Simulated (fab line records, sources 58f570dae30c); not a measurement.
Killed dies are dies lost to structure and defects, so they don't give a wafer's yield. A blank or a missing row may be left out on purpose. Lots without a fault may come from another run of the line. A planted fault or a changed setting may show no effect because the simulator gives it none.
Split-lot experiment | flow berkeley_cmos170 | 5 lots, 23 wafers read, on a route of 331 steps

THE SPLIT
At UCB170_PLDD_EXPOSE_03 (exposes mask PSELECT, target cd 1200 nm), the setting dose_mj was moved away from the recipe's 30 on 10 of the 23 wafers read, by -5.1% to +5.2%. The other wafers ran this setting at the recipe's value.

FROM THE SPLIT TO THE READING: what the file shows between them, 2 steps
- UCB170_PLDD_PEB_04
- UCB170_PLDD_DEVELOP_05: develop time 45 s

THE READING
cd_nm, in nm, at UCB170_PLDD_CD_MEAS_06 (target cd 1200 nm). Fault-free wafers of this fab line usually give 1199.2 nm, standard deviation 1 nm.

wafer  | tool, chamber at the split | dose_mj as run | against the recipe | cd_nm, nm | against lot-mates on the recipe
L078.1 | krf_scanner-01, 0          | 30             | recipe             | 1199.6    | -
L078.3 | krf_scanner-01, 0          | 31.55          | +5.2%              | 1208.3    | +8.1
L078.4 | krf_scanner-01, 0          | 31.55          | +5.2%              | 1210.3    | +10.1
L078.5 | krf_scanner-01, 0          | 30             | recipe             | 1200.7    | -
L078.6 | krf_scanner-01, 0          | 31.55          | +5.2%              | 1209.7    | +9.5
L080.1 | krf_scanner-02, 0          | 30             | recipe             | 1198.2    | -
L080.2 | krf_scanner-02, 0          | 28.99          | -3.4%              | 1192.3    | -6.7
L080.3 | krf_scanner-02, 0          | 28.99          | -3.4%              | 1192.8    | -6.2
L080.4 | krf_scanner-02, 0          | 30             | recipe             | 1200.0    | -
L080.6 | krf_scanner-02, 0          | 30             | recipe             | 1198.7    | -
L083.1 | krf_scanner-02, 0          | 28.46          | -5.1%              | 1189.2    | -10.5
L083.2 | krf_scanner-02, 0          | 30             | recipe             | 1200.3    | -
L083.4 | krf_scanner-02, 0          | 28.46          | -5.1%              | 1190.3    | -9.5
L083.5 | krf_scanner-02, 0          | 28.46          | -5.1%              | 1190.3    | -9.5
L083.6 | krf_scanner-02, 0          | 30             | recipe             | 1199.2    | -
L081.2 | krf_scanner-02, 0          | 30             | recipe             | 1200.7    | -
L081.3 | krf_scanner-02, 0          | 28.78          | -4.1%              | 1193.2    | -7.2
L081.4 | krf_scanner-02, 0          | 30             | recipe             | 1199.7    | -
L081.5 | krf_scanner-02, 0          | 30             | recipe             | 1200.8    | -
L081.6 | krf_scanner-02, 0          | 28.78          | -4.1%              | 1191.8    | -8.6
L082.2 | krf_scanner-02, 0          | 30             | recipe             | 1200.3    | -
L082.3 | krf_scanner-02, 0          | 30             | recipe             | 1198.6    | -
L082.6 | krf_scanner-02, 0          | 30             | recipe             | 1199.0    | -

THE FIT
A straight line over all 23 wafers: cd_nm changes by +1.9 nm for each +1% of dose_mj; r = +0.99; the points scatter about the line by 0.84 nm.
The same after taking each lot's own level away (the mean of its wafers on the recipe; 23 wafers): +1.87 nm for each +1%; r = +0.99; scatter 0.68 nm.
On that fit, the largest move of dose_mj shifts the reading by 9.6 nm.
The lots' own levels span 1198.97 to 1200.40 nm, that is 1.4 times the standard deviation above.
So the lot-to-lot level changes the slope little: the two slopes agree.
Check: with one of the wafers moved furthest among these (+5.2%) left out of the fit, the line predicts +9.88 nm for it against its lot-mates. It came out at +8.15 nm against them.

OTHER SPLITS ON THESE WAFERS
These wafers also went through other splits before the reading. Each is held against what the fit with the lots' levels taken away leaves over:
other split on the same wafers      | wafers away from the commonest value | r with cd_nm (lot level and that fit taken away)
UCB170_ZERO_ETCH_06 over_etch_frac  | 8                                    | +0.06
UCB170_PFIELD_IMPLANT_07 energy_kev | 10                                   | +0.04
UCB170_GATE_ETCH_15 icp_w           | 8                                    | +0.14

THE FILE'S OWN FIT
cd_nm changes by +1.88 nm for each +1% of dose_mj, r = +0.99.
